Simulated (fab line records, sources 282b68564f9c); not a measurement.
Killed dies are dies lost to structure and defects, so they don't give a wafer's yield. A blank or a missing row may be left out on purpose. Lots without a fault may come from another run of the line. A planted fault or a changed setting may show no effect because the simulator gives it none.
Split-lot experiment | flow rit_cmos | 5 lots, 23 wafers read, on a route of 202 steps

THE SPLIT
At RIT_M1_SPUTTER_00 (material Al, target thk 400 nm, time 500 s), the setting power_w was moved away from the recipe's 2000 W on 10 of the 23 wafers read, by -6.0% to +11.8%. The other wafers ran this setting at the recipe's value.

FROM THE SPLIT TO THE READING: what the file shows between them, 1 step
- RIT_M1_RS_MEAS_01: measures by four-point-probe

THE READING
M1_AL_THK, in nm, at RIT_M1_THK_MEAS_02 (measures by xrf). Fault-free wafers of this fab line usually give 401 nm, standard deviation 5.2 nm.

wafer  | tool, chamber at the split | power_w as run, W | against the recipe | M1_AL_THK, nm | against lot-mates on the recipe
L076.1 | pvd_sputter-01, -          | 2000              | recipe             | 402           | -
L076.3 | pvd_sputter-01, -          | 2000              | recipe             | 398           | -
L076.6 | pvd_sputter-01, -          | 2000              | recipe             | 398           | -
L078.1 | pvd_sputter-01, -          | 2000              | recipe             | 395           | -
L078.2 | pvd_sputter-01, -          | 2100              | +5.0%              | 426           | +30
L078.3 | pvd_sputter-01, -          | 2000              | recipe             | 398           | -
L078.4 | pvd_sputter-01, -          | 2100              | +5.0%              | 423           | +27
L078.5 | pvd_sputter-01, -          | 2000              | recipe             | 394           | -
L080.2 | pvd_sputter-01, -          | 2000              | recipe             | 403           | -
L080.3 | pvd_sputter-01, -          | 2223              | +11.1%             | 446           | +43
L080.4 | pvd_sputter-01, -          | 2223              | +11.1%             | 445           | +42
L080.5 | pvd_sputter-01, -          | 2000              | recipe             | 403           | -
L080.6 | pvd_sputter-01, -          | 2000              | recipe             | 402           | -
L082.1 | pvd_sputter-01, -          | 2236              | +11.8%             | 451           | +43
L082.2 | pvd_sputter-01, -          | 2236              | +11.8%             | 445           | +37
L082.4 | pvd_sputter-01, -          | 2236              | +11.8%             | 459           | +51
L082.5 | pvd_sputter-01, -          | 2000              | recipe             | 407           | -
L082.6 | pvd_sputter-01, -          | 2000              | recipe             | 409           | -
L084.1 | pvd_sputter-01, -          | 1880              | -6.0%              | 372           | -26
L084.3 | pvd_sputter-01, -          | 1880              | -6.0%              | 380           | -18
L084.4 | pvd_sputter-01, -          | 2000              | recipe             | 401           | -
L084.5 | pvd_sputter-01, -          | 1880              | -6.0%              | 369           | -28
L084.6 | pvd_sputter-01, -          | 2000              | recipe             | 394           | -

THE FIT
A straight line over all 23 wafers: M1_AL_THK changes by +4.31 nm for each +1% of power_w; r = +0.98; the points scatter about the line by 4.7 nm.
The same after taking each lot's own level away (the mean of its wafers on the recipe; 23 wafers): +3.88 nm for each +1%; r = +0.98; scatter 4.4 nm.
On that fit, the largest move of power_w shifts the reading by 46 nm.
The lots' own levels span 395.7 to 408.0 nm, that is 2.4 times the standard deviation above.
So the lot-to-lot level changes the slope: the two fits differ.
Check: with one of the wafers moved furthest among these (+11.8%) left out of the fit, the line predicts +46.9 nm for it against its lot-mates. It came out at +43 nm against them.

OTHER SPLITS ON THESE WAFERS
These wafers also went through other splits before the reading. Each is held against what the fit with the lots' levels taken away leaves over:
other split on the same wafers  | wafers away from the commonest value | r with M1_AL_THK (lot level and that fit taken away)
RIT_GATE_ETCH_19 over_etch_frac | 11                                   | +0.49
RIT_NLDD_COAT_01 resist_thk_nm  | 5                                    | -0.01
RIT_NLDD_IMPLANT_08 energy_kev  | 8                                    | +0.10
RIT_NSD_IMPLANT_08 energy_kev   | 10                                   | -0.21
RIT_SILICIDE_SPUTTER_01 power_w | 7                                    | -0.43
RIT_CONTACT_CVD_00 rf_w         | 6                                    | +0.12

THE WHOLE CHAIN: every reading that the file lists as answering this split, in the file's order
step               | what it does                               | reading                                                                     | change (the file's fit)               | r (the file's)
RIT_M1_SPUTTER_00  | material Al, target thk 400 nm, time 500 s | Al_of_M1_SPUTTER_00.thk_nm (the simulator's own value, which no gauge read) | +3.9 nm for each +1% of the setting   | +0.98
RIT_M1_RS_MEAS_01  | measures by four-point-probe               | M1_AL_RS                                                                    | -0.000667 for each +1% of the setting | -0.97
RIT_M1_THK_MEAS_02 | measures by xrf                            | M1_AL_THK                                                                   | +3.92 for each +1% of the setting     | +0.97

THE FILE'S OWN FIT
M1_AL_THK changes by +3.92 nm for each +1% of power_w, r = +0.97.
